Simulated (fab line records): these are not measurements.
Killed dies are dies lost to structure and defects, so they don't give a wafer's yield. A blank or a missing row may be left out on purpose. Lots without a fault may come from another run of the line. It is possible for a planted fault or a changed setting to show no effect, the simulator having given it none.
Chamber matching || flow berkeley_cmos170 || 4 sister chambers for UCB170_GATE_ETCH_15 on rie_si-01
The step etches poly-Si in HBr/Cl2, stops on SiO2, time 56.3 s, target depth 278.2 nm. 16 wafers are shown with their chamber, then 8 later ones without.

WAFERS, EACH WITH ITS CHAMBER
{"wafer": "L408.2", "chamber": 2, "throttle_valve_pct (%)": 26.76, "drypump_motor_current_A (A)": 5.4, "oes_product_au (a.u.)": 0.811}
{"wafer": "L408.3", "chamber": 1, "throttle_valve_pct (%)": 26.37, "drypump_motor_current_A (A)": 6.2, "oes_product_au (a.u.)": 0.811}
{"wafer": "L408.6", "chamber": 0, "throttle_valve_pct (%)": 26.29, "drypump_motor_current_A (A)": 5.4, "oes_product_au (a.u.)": 0.811}
{"wafer": "L409.1", "chamber": 2, "throttle_valve_pct (%)": 26.76, "drypump_motor_current_A (A)": 5.3, "oes_product_au (a.u.)": 0.814}
{"wafer": "L409.3", "chamber": 0, "throttle_valve_pct (%)": 26.30, "drypump_motor_current_A (A)": 5.4, "oes_product_au (a.u.)": 0.807}
{"wafer": "L409.4", "chamber": 1, "throttle_valve_pct (%)": 26.36, "drypump_motor_current_A (A)": 6.1, "oes_product_au (a.u.)": 0.820}
{"wafer": "L410.3", "chamber": 2, "throttle_valve_pct (%)": 26.77, "drypump_motor_current_A (A)": 5.4, "oes_product_au (a.u.)": 0.817}
{"wafer": "L410.5", "chamber": 3, "throttle_valve_pct (%)": 26.87, "drypump_motor_current_A (A)": 5.9, "oes_product_au (a.u.)": 0.803}
{"wafer": "L410.6", "chamber": 0, "throttle_valve_pct (%)": 26.28, "drypump_motor_current_A (A)": 5.4, "oes_product_au (a.u.)": 0.823}
{"wafer": "L414.1", "chamber": 3, "throttle_valve_pct (%)": 26.87, "drypump_motor_current_A (A)": 5.8, "oes_product_au (a.u.)": 0.795}
{"wafer": "L414.4", "chamber": 2, "throttle_valve_pct (%)": 26.76, "drypump_motor_current_A (A)": 5.3, "oes_product_au (a.u.)": 0.822}
{"wafer": "L414.5", "chamber": 0, "throttle_valve_pct (%)": 26.30, "drypump_motor_current_A (A)": 5.4, "oes_product_au (a.u.)": 0.815}
{"wafer": "L415.2", "chamber": 3, "throttle_valve_pct (%)": 26.89, "drypump_motor_current_A (A)": 5.8, "oes_product_au (a.u.)": 0.807}
{"wafer": "L415.5", "chamber": 1, "throttle_valve_pct (%)": 26.36, "drypump_motor_current_A (A)": 6.2, "oes_product_au (a.u.)": 0.810}
{"wafer": "L415.6", "chamber": 0, "throttle_valve_pct (%)": 26.28, "drypump_motor_current_A (A)": 5.4, "oes_product_au (a.u.)": 0.821}
{"wafer": "L420.2", "chamber": 3, "throttle_valve_pct (%)": 26.87, "drypump_motor_current_A (A)": 5.9, "oes_product_au (a.u.)": 0.815}

SIGNATURES, as means of the wafers listed above
{"reading": "throttle_valve_pct", "chamber 0": 26.2900, "chamber 1": 26.3633, "chamber 2": 26.7625, "chamber 3": 26.8750, "scatter within a chamber": 0.00837}
{"reading": "drypump_motor_current_A", "chamber 0": 5.400, "chamber 1": 6.167, "chamber 2": 5.350, "chamber 3": 5.850, "scatter within a chamber": 0.0471}
{"reading": "oes_product_au", "chamber 0": 0.81540, "chamber 1": 0.81367, "chamber 2": 0.81600, "chamber 3": 0.80500, "scatter within a chamber": 0.00654}
Rule: for a wafer and a chamber, the distance is found by dividing, reading by reading, the gap between the wafer's reading and the chamber's mean by the reading's scatter, squaring, summing and taking the root. The wafer belongs to the nearest chamber; if the next one is less than 2 further off, it can't be placed. The scatter is the square root of a quotient: the sum, over the shown wafers, of each reading's squared deviation from its chamber's mean, divided by wafers minus chambers.

WAFERS WITH NO CHAMBER GIVEN
{"wafer": "L420.3", "throttle_valve_pct (%)": 26.36, "drypump_motor_current_A (A)": 6.2, "oes_product_au (a.u.)": 0.833}
{"wafer": "L420.6", "throttle_valve_pct (%)": 26.37, "drypump_motor_current_A (A)": 6.2, "oes_product_au (a.u.)": 0.829}
{"wafer": "L422.2", "throttle_valve_pct (%)": 26.89, "drypump_motor_current_A (A)": 5.9, "oes_product_au (a.u.)": 0.789}
{"wafer": "L422.5", "throttle_valve_pct (%)": 26.88, "drypump_motor_current_A (A)": 5.8, "oes_product_au (a.u.)": 0.797}
{"wafer": "L422.6", "throttle_valve_pct (%)": 26.31, "drypump_motor_current_A (A)": 5.4, "oes_product_au (a.u.)": 0.821}
{"wafer": "L429.1", "throttle_valve_pct (%)": 26.29, "drypump_motor_current_A (A)": 5.4, "oes_product_au (a.u.)": 0.884}
{"wafer": "L429.4", "throttle_valve_pct (%)": 26.88, "drypump_motor_current_A (A)": 5.9, "oes_product_au (a.u.)": 0.868}
{"wafer": "L429.5", "throttle_valve_pct (%)": 26.36, "drypump_motor_current_A (A)": 6.2, "oes_product_au (a.u.)": 0.877}

CHAMBER TAKEN BY EACH
{"wafer": "L420.3", "from the rows above": 1, "in truth": 1}
{"wafer": "L420.6", "from the rows above": 1, "in truth": 1}
{"wafer": "L422.2", "from the rows above": 3, "in truth": 3}
{"wafer": "L422.5", "from the rows above": 3, "in truth": 3}
{"wafer": "L422.6", "from the rows above": 0, "in truth": 0}
{"wafer": "L429.1", "from the rows above": 0, "in truth": 0}
{"wafer": "L429.4", "from the rows above": 3, "in truth": 3}
{"wafer": "L429.5", "from the rows above": 1, "in truth": 1}
Placed correctly: 8 of 8. Left unplaced by these rows: 0. 0 placed wrongly.
